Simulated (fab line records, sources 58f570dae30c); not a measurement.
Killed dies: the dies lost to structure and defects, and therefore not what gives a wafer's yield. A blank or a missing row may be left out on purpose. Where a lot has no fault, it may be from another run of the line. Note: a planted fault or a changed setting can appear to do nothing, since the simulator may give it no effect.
Problem report in the 8D (eight disciplines) form, filled by code / flow berkeley cmos170 / the parts of the form that need people (team, actions taken, sign-off) are left out

1. PROBLEM STATEMENT
NSD_RS at UCB170_SDANNEAL_RS_MEAS_03 reads a mean of 38.06 ohm/sq on 6 wafers of 2 lots; wafers without a fault read 37.27 ohm/sq with a standard deviation of 0.083. Relative to the usual mean, that is a shift of +9.5 standard deviations.
The step: measures by four-point-probe.
First observed at day 10 19:22: wafer L207.3, on film metro-02. The record holds 42 wafers of 14 lots with a number at this step. By rule, "out" or "out of limits" means more than 4 standard deviations away from the usual mean. The rest of the wafers with a number are treated as sound.

2. WHAT IT IS AND WHAT IT IS NOT
question=which readings at this step | is=NSD_RS | is not=-
question=which lots | is=L207, L211 | is not=L194, L195, L196, L198, L199, L200, L202, L204, L210, L213, L214, L215
question=which wafers of those lots | is=all that have a number | is not=-
question=read on which gauges | is=film metro-02, film metro-03 | is not=film metro-01
question=when | is=from day 10 19:22 | is not=up to then (24 sound wafers); but 12 sound wafers of L210, L213, L214, L215 came after

3. WHAT RULES OUT EACH SUSPECT
Counting: a tool at any process step up to the reading remains a suspect when it ran all the lots that are out and ran no sound lot after the first of those.
- the gauge at UCB170_SDANNEAL_RS_MEAS_03 is ruled out. Those wafers that are out were read across 2 gauges (film metro-02, film metro-03).
- implanter-02 at UCB170_NSD_IMPLANT_08: kept. Every lot that is out went through it, starting with L207 (day 10 17:39), and after that it ran no sound lot; the last sound lot it ran before then is L204 (day 10 09:36). Out on those wafers are its own readings of dose ions cm2.
After counting, what remains is implanter-02 at UCB170_NSD_IMPLANT_08.

4. THE CAUSE (what the simulator had put in)
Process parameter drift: implanter-02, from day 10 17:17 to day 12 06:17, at UCB170_NSD_IMPLANT_08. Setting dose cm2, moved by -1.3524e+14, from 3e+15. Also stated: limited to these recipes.
After counting, this tool was the only one left.

5. THE EFFECT CHAIN, in route order
Rows list readings where the struck wafers' mean (over those with a number) sits beyond 3 standard deviations from the usual. Scope: only readings with a usual standard deviation given in the record; hours: median across lots of the time from each lot's start at the first step in this table that gives one to its start at this step; sigmas: change in usual standard deviations.
hours=0; step=UCB170_NSD_IMPLANT_08; reading=dose ions cm2; usual=2.9999e+15; on struck wafers=2.8634e+15; change=-1.3655e+14; sigmas=-47
hours=0; step=UCB170_NSD_STRIP_09; reading=strip time to endpoint s; usual=35.81 s; on struck wafers=35.42; change=-0.39; sigmas=-4.9
hours=2; step=UCB170_SDANNEAL_RS_MEAS_03; reading=NSD_RS; usual=37.27 ohm/sq; on struck wafers=38.06; change=+0.79; sigmas=+9.5
It contains these process steps:
- UCB170_NSD_IMPLANT_08
- UCB170_NSD_STRIP_09: strips in O2.

6. WHAT WOULD HAVE CAUGHT IT SOONER
In this record the first reading out of limits at a measuring or inspecting step was taken at day 10 19:22, 2 hours after the fault began at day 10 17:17.
The tool's own readings at UCB170_NSD_IMPLANT_08 were out on every struck wafer that the step has a row for (dose ions cm2): an alarm limit on them would have fired on the first of those.
Of the lots that are out (2), L211 began UCB170_NSD_IMPLANT_08 on implanter-02 after day 10 19:22. Holding the tool at that time would have saved it.
